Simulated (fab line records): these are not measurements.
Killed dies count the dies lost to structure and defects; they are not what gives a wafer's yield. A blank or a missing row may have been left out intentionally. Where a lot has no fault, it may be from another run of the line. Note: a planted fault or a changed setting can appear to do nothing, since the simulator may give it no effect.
Which tool did it?    flow berkeleyCmos170    6 lots, 18 wafers sampled, at 2 steps of a route of 331

## WHAT THE GAUGES READ, wafer by wafer
UCB170_NWELL_THK_MEAS_05.
lot   measured     on            NWELL_NITRIDE_THK (nm)
L322  day 2 10:43  filmMetro-01  223.6 223.6 222.1
L324  day 2 18:43  filmMetro-04  224.2 223.8 223.6
L326  day 3 09:49  filmMetro-03  223.7 221.9 222.1
L330  day 3 22:29  filmMetro-01  228.3 226.4 226.3
L334  day 4 17:16  filmMetro-03  242.0 243.1 243.0
L338  day 5 14:25  filmMetro-01  226.1 228.2 228.0

## WHAT TOOL EACH LOT RAN ON (gives the tool, then ch and the chambers of the sampled wafers, and finally the start)
lot   UCB170_NWELL_CVD_04
L322  lpcvd-02 ch 1, day 2 07:48
L324  lpcvd-02 ch 0, day 2 16:46
L326  lpcvd-02 ch 1, day 3 07:53
L330  lpcvd-01 ch 1, day 3 20:33
L334  lpcvd-02 ch 0, day 4 15:20
L338  lpcvd-01 ch 1, day 5 12:26
- UCB170_NWELL_CVD_04: deposits Si3N4 from SiH2Cl2/NH3, target thk 224 nm, time 3360 s.

## THE ANSWER, worked out from the rows above alone
Rule: usual is defined by the lots themselves. The widest of any qualifying gaps counts: lots, ordered by their means at a reading, are off when they make up no more than a third of the lots, leave a main group of 4 or more, and stand apart from it by 3 or more times the standard deviation of that group's means. A main group is skipped when, at the precision printed for the reading in the tables above, its means are all equal. A lot without any number at a reading at which 4 lots or more have one is off too. All remaining lots with rows at the step are treated as sound.
Off: at UCB170_NWELL_THK_MEAS_05 (NWELL_NITRIDE_THK), L334. Main group: mean 224.8 nm, sd 2.
A tool fits if, at a process step before that reading, it ran every lot that is off, and no sound lot after the first of them. Those tools and the gauges at UCB170_NWELL_THK_MEAS_05 are tried in the same way. Can't be told from this: 2 tools fit, lpcvd-02 at UCB170_NWELL_CVD_04, filmMetro-03 at UCB170_NWELL_THK_MEAS_05.

## WHAT THE SIMULATOR HAD INSERTED
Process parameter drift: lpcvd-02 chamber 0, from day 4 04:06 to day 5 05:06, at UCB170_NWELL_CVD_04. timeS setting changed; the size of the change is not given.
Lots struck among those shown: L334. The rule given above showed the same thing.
